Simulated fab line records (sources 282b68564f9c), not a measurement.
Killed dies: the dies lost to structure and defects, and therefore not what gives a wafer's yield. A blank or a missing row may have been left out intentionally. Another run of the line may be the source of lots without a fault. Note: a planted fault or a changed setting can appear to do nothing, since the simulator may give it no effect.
fab line records	flow rit_cmos
record lots=5	wafers=23
route steps=202 shown PLDD@122 SPACER@125 NSD@132 PSD@150 SDANNEAL@156 SILICIDE@162 CONTACT@168
start_h: hours from the record's first day to the start of the lot's first wafer shown	wait_h: hours elapsed since this lot's preceding step	" as in the row above	L1.1+2: a single row standing in for several wafers	- value missing, or start not given	* or withheld: withheld	< > ~ a bound
route shown NAME@n: a module of which the file shows steps, and the number in the route of the first	usual: the fault-free wafers' mean and standard deviation	same: alike in all rows	chamber/n: place in a boat	sites: each site's reading	_std_site: standard deviation across them	_edge_site: outer sites' mean less inner sites'	radius_mm: for every site, how far away it sits from the centre of the wafer	mask NAME#n: copy n	behind: the tool/chamber that last shaped the wafer	hold: the reason the lot was held/the length of the hold in hours/how it ended	device: the n, p or np transistor that did not switch	end of line: the tests these same wafers got at the end of their route	where a step has no rows: the recipe by itself	killed: dies that structure and defects cost at the first sort, which is not the same as the wafer's yield	map: dies across one wafer; x = killed, . = not, _ = none there
set.NAME: setting as actually run; set.NAME@STEP: the setting as run at that earlier step	model.NAME: the simulator's own value behind a step, which no gauge read
lots run with intentionally changed settings; tables by step, rows by wafer
## steps
# step RIT_PLDD_IMPLANT_08
# recipe species=BF2	energy_kev=20	dose_cm2=9e+14	tilt_deg=7
lot.wafer	tool	chamber	start_h	wait_h	set.energy_kev	model.implant.rp_nm	model.implant.drp_nm
L074.1+2+4+5+6	implanter-02	0	43.70	0.1	20	17.8	9.752
L078.1+2+5	implanter-01	0	62.47	0.1	20	17.47	9.752
L079.1+2+5	implanter-01	0	67.38	0.1	20	17.5	9.752
L079.4+6	"	0	"	"	20.47	17.82	9.912
L080.2+3+6	implanter-04	0	72.83	0.1	18.92	16.85	9.379
L080.4+5	"	0	"	"	20	17.6	9.752
L084.1+2+3+4+6	implanter-02	0	92.12	0.1	20	17.58	9.752
# step RIT_PLDD_STRIP_09
# recipe chemistry=O2	time_s=180	resist=NOVOLAK	platen_temp_c=withheld	power_w=500	pressure_mtorr=4000	o2_flow_sccm=4000
# step RIT_SPACER_CLEAN_00
# recipe chemistry=SC1	mix=3:3:50	time_s=600	temp_c=75
lot.wafer	tool	chamber	start_h	wait_h	set.temp_c@REOX_OXIDATION_03	model.SiO2_of_REOX_OXIDATION_03.thk_nm
L074.1	wet_bench-02	2	44.09	0.1	910.3	24.55
L074.2	"	2	"	"	910.3	24.87
L074.4	"	2	"	"	910.3	24.98
L074.5	"	2	"	"	910.3	25.01
L074.6	"	2	"	"	910.3	25.2
L078.1	wet_bench-03	1	62.86	0.1	900	22.99
L078.2+5	"	1	"	"	900	23.14
L079.1	wet_bench-03	0	67.76	0.1	900	22.79
L079.2	"	0	"	"	900	22.87
L079.4	"	0	"	"	900	22.85
L079.5	"	0	"	"	900	22.76
L079.6	"	0	"	"	900	23.62
L080.2	wet_bench-02	0	73.19	0.0	900	23.47
L080.3	"	0	"	"	900	22.9
L080.4	"	0	"	"	900	23.18
L080.5	"	0	"	"	900	22.94
L080.6	"	0	"	"	900	23.21
L084.1	wet_bench-02	1	92.51	0.1	900	23.29
L084.2	"	1	"	"	900	22.77
L084.3	"	1	"	"	900	23.1
L084.4	"	1	"	"	900	23.42
L084.6	"	1	"	"	900	23.13
# step RIT_SPACER_ETCHBACK_05
# recipe target_depth_a=2500	SF6_flow_sccm=30	CHF3_flow_sccm=30	target=Si3N4	chemistry=SF6/CHF3	pressure_mtorr=40	rf_w=250	time_s=240	stop_on=SiO2
lot.wafer	tool	chamber	start_h	wait_h	set.time_s	model.poly-Si_of_GATE_CVD_08.thk_nm	model.Si3N4_of_SPACER_CVD_03.thk_nm
L074.1	rie_diel-01	1	46.66	0.1	212.5	169.6	200.1
L074.2	"	2	"	"	240	158	193
L074.4	"	2	"	"	212.5	165.5	201.1
L074.5	"	1	"	"	212.5	169	199.8
L074.6	"	0	"	"	240	161.8	194.4
L078.1	rie_diel-01	2	65.20	0.1	240	167.4	193.6
L078.2	"	0	"	"	240	167.6	195.4
L078.5	"	2	"	"	240	168.1	194.2
L079.1	rie_diel-03	0	70.11	0.1	240	166	195.1
L079.2	"	2	"	"	275	156.3	187.2
L079.4	"	3	"	"	275	155.2	186.1
L079.5	"	1	"	"	240	164.1	192.7
L079.6	"	2	"	"	275	156.6	187.3
L080.2	rie_diel-04	2	75.54	0.0	240	163.2	196.8
L080.3	"	3	"	"	240	163.5	196.2
L080.4	"	0	"	"	240	162.3	198.5
L080.5	"	0	"	"	240	161.4	196.4
L080.6	"	3	"	"	240	162.9	195.5
L084.1	rie_diel-03	2	94.85	0.1	250.6	163.4	189.7
L084.2	"	0	"	"	240	165.7	192
L084.3	"	3	"	"	240	164.4	192.5
L084.4	"	1	"	"	250.6	160.4	188.8
L084.6	"	2	"	"	240	167	193.4
# step RIT_NSD_COAT_01
# recipe resist=NOVOLAK	spin_rpm=3250	resist_thk_nm=1000
lot.wafer	tool	chamber	start_h	wait_h	set.spin_rpm	model.NOVOLAK_of_NSD_COAT_01.thk_nm
L074.1	litho_track-04	0	47.01	0.1	3250	996.6
L074.2	"	0	"	"	3250	999.4
L074.4	"	0	"	"	3415	974.1
L074.5	"	0	"	"	3415	977.7
L074.6	"	0	"	"	3415	970.5
L078.1	litho_track-03	0	65.50	0.1	3250	993.4
L078.2	"	0	"	"	3250	992.9
L078.5	"	0	"	"	3250	993.2
L079.1	litho_track-03	0	70.47	0.1	3351	983.2
L079.2	"	0	"	"	3351	983
L079.4	"	0	"	"	3351	981.2
L079.5	"	0	"	"	3250	996.9
L079.6	"	0	"	"	3250	998.7
L080.2	litho_track-01	0	75.86	0.1	3250	1003
L080.3+5	"	0	"	"	3107	1023
L080.4	"	0	"	"	3250	1002
L080.6	"	0	"	"	3250	999.1
L084.1	litho_track-01	0	95.15	0.1	3250	1004
L084.2	"	0	"	"	3158	1017
L084.3	"	0	"	"	3158	1016
L084.4	"	0	"	"	3250	1002
L084.6	"	0	"	"	3250	999.7
# step RIT_NSD_SOFTBAKE_02
# recipe resist=NOVOLAK	temp_c=90	time_s=60
# step RIT_NSD_EXPOSE_03
# recipe mask_id=M9	na=0.57	target_cd_nm=40700	dose_mj=250
# step RIT_NSD_DEVELOP_05
# recipe resist=NOVOLAK	develop_time_s=50	dev_temp_c=23
# step RIT_NSD_HARDBAKE_07
# recipe resist=NOVOLAK	temp_c=140	time_s=60
lot.wafer	tool	chamber	start_h	wait_h	set.spin_rpm@NSD_COAT_01	model.NOVOLAK_of_NSD_COAT_01.thk_nm
L074.1	litho_track-03	0	47.87	0.0	3250	880.8
L074.2	"	0	"	"	3250	883.3
L074.4	"	0	"	"	3415	861.1
L074.5	"	0	"	"	3415	864.3
L074.6	"	0	"	"	3415	857.9
L078.1	litho_track-03	0	66.25	0.0	3250	878
L078.2	"	0	"	"	3250	877.6
L078.5	"	0	"	"	3250	877.8
L079.1	litho_track-03	0	71.53	0.2	3351	869.1
L079.2	"	0	"	"	3351	868.8
L079.4	"	0	"	"	3351	867.4
L079.5	"	0	"	"	3250	881.1
L079.6	"	0	"	"	3250	882.7
L080.2	litho_track-01	0	76.60	0.0	3250	886.1
L080.3+5	"	0	"	"	3107	904.1
L080.4	"	0	"	"	3250	885.7
L080.6	"	0	"	"	3250	883
L084.1	litho_track-04	0	96.14	0.2	3250	887
L084.2	"	0	"	"	3158	899
L084.3	"	0	"	"	3158	898.2
L084.4	"	0	"	"	3250	885.4
L084.6	"	0	"	"	3250	883.5
# step RIT_NSD_IMPLANT_08
# recipe species=P	energy_kev=25	dose_cm2=1e+15	tilt_deg=7
lot.wafer	tool	chamber	start_h	wait_h	set.energy_kev	model.implant.rp_nm	model.implant.drp_nm
L074.1+2+6	implanter-01	0	48.02	0.1	24.44	31.28	14.64
L074.4+5	"	0	"	"	25	31.76	14.84
L078.1+2+5	implanter-02	0	66.40	0.1	25	31.92	14.84
L079.1+2+4+5+6	implanter-02	0	71.68	0.1	25	32.05	14.84
L080.2+3+4	implanter-02	0	76.75	0.1	25	31.95	14.84
L080.5+6	"	0	"	"	23.73	30.84	14.38
L084.1+3+6	implanter-02	0	96.29	0.1	25.48	33.12	15.01
L084.2+4	"	0	"	"	25	32.7	14.84
# step RIT_PSD_IMPLANT_08
# recipe species=BF2	energy_kev=27	dose_cm2=5e+15	tilt_deg=7
lot.wafer	tool	chamber	start_h	wait_h	set.energy_kev	model.implant.rp_nm	model.implant.drp_nm
L074.1+2+4	implanter-03	0	49.44	0.1	27	22.2	12.05
L074.5+6	"	0	"	"	28.18	22.98	12.41
L078.1+2+5	implanter-02	0	67.95	0.1	27	22.79	12.05
L079.1+4+6	implanter-02	0	73.22	0.1	26.36	21.49	11.84
L079.2+5	"	0	"	"	27	21.91	12.05
L080.2+4+5	implanter-02	0	78.17	0.1	27.55	22.35	12.22
L080.3+6	"	0	"	"	27	22	12.05
L084.1+2+3	implanter-03	0	97.71	0.1	26.26	21.9	11.81
L084.4+6	"	0	"	"	27	22.4	12.05
# step RIT_SDANNEAL_RTA_03
# recipe temp_c=1050	time_s=5	idle_temp_c=600	ramp_up_c_per_s=342	ramp_down_c_per_s=171	cool_to_c=600	ambient=N2
lot.wafer	tool	chamber	start_h	wait_h	set.time_s
L074.1+6	rtp_anneal-02	0	50.22	0.0	5
L074.2+4+5	"	0	"	"	4.758
L078.1+2+5	rtp_anneal-02	0	68.70	0.0	5
L079.1+2+6	rtp_anneal-01	0	73.98	0.0	5
L079.4+5	"	0	"	"	5.49
L080.2+3	rtp_anneal-02	0	78.91	0.0	5
L080.4+5+6	"	0	"	"	5.695
L084.1+6	rtp_anneal-02	0	98.86	0.0	5.378
L084.2+3+4	"	0	"	"	5
# step RIT_SDANNEAL_RS_MEAS_04
# recipe thk_meas_gauge=four-point-probe
# usual PSD_RS=116.05/0.24
lot.wafer	tool	chamber	start_h	wait_h	set.energy_kev@PSD_IMPLANT_08	set.time_s@SDANNEAL_RTA_03	PSD_RS[ohm/sq]
L074.1	film_metro-04	-	50.28	0.0	27	5	116.04
L074.2	"	-	"	"	27	4.758	116.76
L074.4	"	-	"	"	27	4.758	116.43
L074.5	"	-	"	"	28.18	4.758	114.19
L074.6	"	-	"	"	28.18	5	113.20
L078.1	film_metro-01	-	68.76	0.0	27	5	116.51
L078.2	"	-	"	"	27	5	116.41
L078.5	"	-	"	"	27	5	116.30
L079.1	film_metro-03	-	74.03	0.0	26.36	5	117.71
L079.2	"	-	"	"	27	5	116.20
L079.4	"	-	"	"	26.36	5.49	116.49
L079.5	"	-	"	"	27	5.49	115.14
L079.6	"	-	"	"	26.36	5	117.61
L080.2	film_metro-01	-	78.98	0.1	27.55	5	115.14
L080.3	"	-	"	"	27	5	115.80
L080.4	"	-	"	"	27.55	5.695	113.07
L080.5	"	-	"	"	27.55	5.695	113.03
L080.6	"	-	"	"	27	5.695	114.17
L084.1	film_metro-04	-	98.92	0.0	26.26	5.378	116.60
L084.2	"	-	"	"	26.26	5	117.68
L084.3	"	-	"	"	26.26	5	118.09
L084.4	"	-	"	"	27	5	115.91
L084.6	"	-	"	"	27	5.378	115.16
# step RIT_SDANNEAL_RS_MEAS_06
# recipe thk_meas_gauge=four-point-probe
# usual PLDD_RS=178.9/0.53
lot.wafer	tool	chamber	start_h	wait_h	set.energy_kev@PLDD_IMPLANT_08	PLDD_RS[ohm/sq]
L074.1	film_metro-04	-	50.52	0.1	20	179.3
L074.2	"	-	"	"	20	180.2
L074.4	"	-	"	"	20	180.3
L074.5	"	-	"	"	20	179.8
L074.6	"	-	"	"	20	179.0
L078.1	film_metro-01	-	69.00	0.1	20	179.9
L078.2	"	-	"	"	20	179.6
L078.5	"	-	"	"	20	179.6
L079.1	film_metro-03	-	74.27	0.1	20	179.2
L079.2	"	-	"	"	20	179.2
L079.4	"	-	"	"	20.47	176.4
L079.5	"	-	"	"	20	178.2
L079.6	"	-	"	"	20.47	177.0
L080.2	film_metro-01	-	79.22	0.1	18.92	182.9
L080.3	"	-	"	"	18.92	182.5
L080.4	"	-	"	"	20	177.3
L080.5	"	-	"	"	20	177.7
L080.6	"	-	"	"	18.92	180.9
L084.1	film_metro-04	-	99.16	0.1	20	177.4
L084.2	"	-	"	"	20	178.8
L084.3	"	-	"	"	20	178.5
L084.4	"	-	"	"	20	178.9
L084.6	"	-	"	"	20	178.4
# step RIT_SILICIDE_SPUTTER_01
# recipe material=Ti	target_thk_nm=30	power_w=350	chamber_pressure_pa=0.667	gas=Ar	time_s=240	substrate_temp_c=25
lot.wafer	tool	chamber	start_h	wait_h	set.power_w	model.Ti_of_SILICIDE_SPUTTER_01.thk_nm
L074.1	pvd_sputter-03	-	50.78	0.0	350	29.82
L074.2	"	-	"	"	337.7	28.89
L074.4	"	-	"	"	350	30.13
L074.5	"	-	"	"	337.7	28.46
L074.6	"	-	"	"	350	29.75
L078.1	pvd_sputter-03	-	69.25	0.0	350	29.74
L078.2	"	-	"	"	350	29.92
L078.5	"	-	"	"	350	29.91
L079.1	pvd_sputter-02	-	74.53	0.0	350	29.76
L079.2	"	-	"	"	350	29.86
L079.4	"	-	"	"	350	29.98
L079.5	"	-	"	"	350	29.96
L079.6	"	-	"	"	350	29.53
L080.2	pvd_sputter-03	-	79.45	0.0	350	29.43
L080.3	"	-	"	"	350	29.9
L080.4	"	-	"	"	350	29.61
L080.5	"	-	"	"	350	29.76
L080.6	"	-	"	"	350	29.45
L084.1	pvd_sputter-03	-	99.41	0.0	350	30.04
L084.2	"	-	"	"	350	29.38
L084.3	"	-	"	"	371.4	31.78
L084.4	"	-	"	"	371.4	31.83
L084.6	"	-	"	"	350	30.1
# step RIT_SILICIDE_RS_MEAS_02
# recipe thk_meas_gauge=four-point-probe	reads=Ti_of_SILICIDE_SPUTTER_01
# usual SILICIDE_TI_RS=48.3/0.63
lot.wafer	tool	chamber	start_h	wait_h	set.power_w@SILICIDE_SPUTTER_01	SILICIDE_TI_RS[ohm/sq]
L074.1	film_metro-02	-	50.93	0.1	350	48.3
L074.2	"	-	"	"	337.7	50.2
L074.4	"	-	"	"	350	47.7
L074.5	"	-	"	"	337.7	51.2
L074.6	"	-	"	"	350	48.4
L078.1	film_metro-02	-	69.40	0.1	350	48.4
L078.2	"	-	"	"	350	48.1
L078.5	"	-	"	"	350	48.1
L079.1	film_metro-02	-	74.68	0.1	350	48.4
L079.2	"	-	"	"	350	48.1
L079.4	"	-	"	"	350	47.9
L079.5	"	-	"	"	350	48.0
L079.6	"	-	"	"	350	48.8
L080.2	film_metro-01	-	79.62	0.1	350	49.2
L080.3	"	-	"	"	350	48.1
L080.4	"	-	"	"	350	48.8
L080.5	"	-	"	"	350	48.3
L080.6	"	-	"	"	350	49.1
L084.1	film_metro-01	-	99.56	0.1	350	47.9
L084.2	"	-	"	"	350	49.2
L084.3	"	-	"	"	371.4	44.7
L084.4	"	-	"	"	371.4	44.5
L084.6	"	-	"	"	350	47.8
# step RIT_SILICIDE_THK_MEAS_03
# recipe thk_meas_gauge=xrf	reads=Ti_of_SILICIDE_SPUTTER_01
# usual SILICIDE_TI_THK=30.2/0.34
lot.wafer	tool	chamber	start_h	wait_h	set.power_w@SILICIDE_SPUTTER_01	SILICIDE_TI_THK[nm]
L074.1	film_metro-02	-	51.05	0.1	350	30.2
L074.2	"	-	"	"	337.7	29.3
L074.4	"	-	"	"	350	30.3
L074.5	"	-	"	"	337.7	28.8
L074.6	"	-	"	"	350	30.1
L078.1	film_metro-02	-	69.52	0.1	350	30.2
L078.2	"	-	"	"	350	30.2
L078.5	"	-	"	"	350	30.2
L079.1	film_metro-02	-	74.80	0.1	350	30.1
L079.2	"	-	"	"	350	30.3
L079.4	"	-	"	"	350	30.5
L079.5	"	-	"	"	350	30.3
L079.6	"	-	"	"	350	29.9
L080.2	film_metro-01	-	79.73	0.1	350	29.8
L080.3	"	-	"	"	350	30.3
L080.4	"	-	"	"	350	29.8
L080.5	"	-	"	"	350	30.0
L080.6	"	-	"	"	350	29.8
L084.1	film_metro-01	-	99.68	0.1	350	30.5
L084.2	"	-	"	"	350	29.8
L084.3	"	-	"	"	371.4	32.2
L084.4	"	-	"	"	371.4	32.5
L084.6	"	-	"	"	350	30.5
# step RIT_CONTACT_CVD_00
# recipe material=SiO2	target_thk_nm=400	precursor=TEOS	temp_c=390	time_s=61	rf_w=400
lot.wafer	tool	chamber	start_h	wait_h	set.time_s	model.SiO2_of_CONTACT_CVD_00.thk_nm
L074.1	pecvd-04	1	51.33	0.1	61	398
L074.2	"	0	"	"	61	396
L074.4	"	0	"	"	61	406.7
L074.5	"	2	"	"	61	403.7
L074.6	"	1	"	"	61	413.2
L078.1	pecvd-01	0	69.76	0.1	61	395.5
L078.2	"	1	"	"	61	398.1
L078.5	"	2	"	"	61	403.4
L079.1+5	pecvd-03	1,0	75.03	0.1	54.62	-
L079.2	"	2	"	"	61	398.4
L079.4	"	1	"	"	54.62	362.9
L079.6	"	2	"	"	61	403.3
L080.2	pecvd-04	1	79.96	0.0	61	397.2
L080.3	"	0	"	"	53.89	347.6
L080.4	"	0	"	"	53.89	355.2
L080.5	"	1	"	"	61	404.4
L080.6	"	2	"	"	53.89	349.7
L084.1	pecvd-01	2	99.92	0.1	57.07	373.5
L084.2	"	1	"	"	57.07	-
L084.3	"	1	"	"	61	-
L084.4	"	2	"	"	57.07	380.6
L084.6	"	2	"	"	61	400.9
# step RIT_CONTACT_THK_MEAS_01
# recipe reads=SiO2_of_CONTACT_CVD_00
# usual CONTACT_TEOS_THK=399/4.6
lot.wafer	tool	chamber	start_h	wait_h	set.time_s@CONTACT_CVD_00	CONTACT_TEOS_THK[nm]
L074.1	film_metro-02	-	51.38	0.0	61	398
L074.2	"	-	"	"	61	396
L074.4	"	-	"	"	61	407
L074.5	"	-	"	"	61	404
L074.6	"	-	"	"	61	413
L078.1	film_metro-04	-	69.81	0.0	61	395
L078.2	"	-	"	"	61	398
L078.5	"	-	"	"	61	404
L079.1	film_metro-02	-	75.08	0.0	54.62	352
L079.2	"	-	"	"	61	398
L079.4	"	-	"	"	54.62	363
L079.5	"	-	"	"	54.62	361
L079.6	"	-	"	"	61	403
L080.2	film_metro-03	-	80.02	0.0	61	397
L080.3	"	-	"	"	53.89	348
L080.4	"	-	"	"	53.89	355
L080.5	"	-	"	"	61	404
L080.6	"	-	"	"	53.89	350
L084.1	film_metro-02	-	99.99	0.1	57.07	374
L084.2	"	-	"	"	57.07	368
L084.3	"	-	"	"	61	402
L084.4	"	-	"	"	57.07	381
L084.6	"	-	"	"	61	401
# step RIT_CONTACT_ETCH_11
# recipe target_depth_a=4800	over_etch_frac=0.2	stop_on=TiSi2	chemistry=CHF3/CF4/Ar	target=SiO2	CHF3_flow_sccm=50	cf4_flow_sccm=10	Ar_flow_sccm=100	O2_flow_sccm=5	pressure_mtorr=100	rf_w=200	time_s=320
lot.wafer	tool	chamber	start_h	wait_h	set.time_s	set.time_s@CONTACT_CVD_00	model.CONTACT.feature_depth_nm	model.etch.depth_nm
L074.1	rie_diel-01	0	52.87	0.1	320	61	398	398
L074.2	"	1	"	"	320	61	396	396
L074.4	"	2	"	"	320	61	406.7	406.7
L074.5	"	2	"	"	320	61	403.7	403.7
L074.6	"	1	"	"	320	61	413.2	413.2
L078.1	rie_diel-01	2	71.38	0.1	320	61	395.5	395.5
L078.2	"	3	"	"	320	61	398.1	398.1
L078.5	"	3	"	"	320	61	403.4	403.4
L079.1	rie_diel-01	1	76.45	0.1	320	54.62	351.9	-
L079.2	"	2	"	"	299.8	61	398.4	398.4
L079.4	"	3	"	"	299.8	54.62	362.9	362.9
L079.5	"	2	"	"	320	54.62	361.1	-
L079.6	"	1	"	"	320	61	403.3	403.3
L080.2	rie_diel-02	0	81.47	0.1	320	61	397.2	397.2
L080.3	"	3	"	"	320	53.89	347.6	347.6
L080.4	"	2	"	"	320	53.89	355.2	355.2
L080.5	"	0	"	"	320	61	404.4	404.4
L080.6	"	3	"	"	320	53.89	349.7	349.7
L084.1	rie_diel-01	3	101.33	0.1	280.3	57.07	373.5	373.5
L084.2	"	1	"	"	320	57.07	367.7	-
L084.3	"	2	"	"	280.3	61	402.3	-
L084.4	"	0	"	"	280.3	57.07	380.6	380.6
L084.6	"	1	"	"	320	61	400.9	400.9
## key
split step=RIT_PLDD_IMPLANT_08	setting=energy_kev	stated=20	by=wafer
response step=RIT_PLDD_IMPLANT_08	reading=model.implant.rp_nm	change=+0.138	per=1%	r=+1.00
response step=RIT_PLDD_IMPLANT_08	reading=model.implant.drp_nm	change=+0.069	per=1%	r=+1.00
response step=RIT_SDANNEAL_RS_MEAS_06	reading=PLDD_RS	change=-0.861	per=1%	r=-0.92
split step=RIT_SPACER_ETCHBACK_05	setting=time_s	stated=240	by=wafer
response step=RIT_SPACER_ETCHBACK_05	reading=model.poly-Si_of_GATE_CVD_08.thk_nm	change=-0.665	per=1%	r=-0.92
response step=RIT_SPACER_ETCHBACK_05	reading=model.Si3N4_of_SPACER_CVD_03.thk_nm	change=-0.533	per=1%	r=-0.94
split step=RIT_NSD_COAT_01	setting=spin_rpm	stated=3250	by=wafer
response step=RIT_NSD_COAT_01	reading=model.NOVOLAK_of_NSD_COAT_01.thk_nm	change=-4.91	per=1%	r=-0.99
response step=RIT_NSD_HARDBAKE_07	reading=model.NOVOLAK_of_NSD_COAT_01.thk_nm	change=-4.3	per=1%	r=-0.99
split step=RIT_NSD_IMPLANT_08	setting=energy_kev	stated=25	by=wafer
response step=RIT_NSD_IMPLANT_08	reading=model.implant.rp_nm	change=+0.218	per=1%	r=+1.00
response step=RIT_NSD_IMPLANT_08	reading=model.implant.drp_nm	change=+0.0902	per=1%	r=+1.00
split step=RIT_PSD_IMPLANT_08	setting=energy_kev	stated=27	by=wafer
response step=RIT_PSD_IMPLANT_08	reading=model.implant.rp_nm	change=+0.177	per=1%	r=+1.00
response step=RIT_PSD_IMPLANT_08	reading=model.implant.drp_nm	change=+0.0846	per=1%	r=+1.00
response step=RIT_SDANNEAL_RS_MEAS_04	reading=PSD_RS	slope=-0.589	per=1%	together_with=time_s@SDANNEAL_RTA_03	explained=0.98
split step=RIT_SDANNEAL_RTA_03	setting=time_s	stated=5	by=wafer
response step=RIT_SDANNEAL_RS_MEAS_04	reading=PSD_RS	slope=-0.131	per=1%	together_with=energy_kev@PSD_IMPLANT_08	explained=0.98
split step=RIT_SILICIDE_SPUTTER_01	setting=power_w	stated=350	by=wafer
response step=RIT_SILICIDE_SPUTTER_01	reading=model.Ti_of_SILICIDE_SPUTTER_01.thk_nm	change=+0.328	per=1%	r=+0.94
response step=RIT_SILICIDE_RS_MEAS_02	reading=SILICIDE_TI_RS	change=-0.637	per=1%	r=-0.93
response step=RIT_SILICIDE_THK_MEAS_03	reading=SILICIDE_TI_THK	change=+0.339	per=1%	r=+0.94
split step=RIT_CONTACT_CVD_00	setting=time_s	stated=61	by=wafer
response step=RIT_CONTACT_CVD_00	reading=model.SiO2_of_CONTACT_CVD_00.thk_nm	change=+4.04	per=1%	r=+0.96
response step=RIT_CONTACT_THK_MEAS_01	reading=CONTACT_TEOS_THK	change=+4.18	per=1%	r=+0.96
response step=RIT_CONTACT_ETCH_11	reading=model.CONTACT.feature_depth_nm	change=+4.19	per=1%	r=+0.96
response step=RIT_CONTACT_ETCH_11	reading=model.etch.depth_nm	change=+4.04	per=1%	r=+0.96
split step=RIT_CONTACT_ETCH_11	setting=time_s	stated=320	by=wafer
response none clear
split outside_this_file step=RIT_REOX_OXIDATION_03 setting=temp_c
# split outside_this_file: this setting was split too, and the file shows its column; the key of that split is in another file
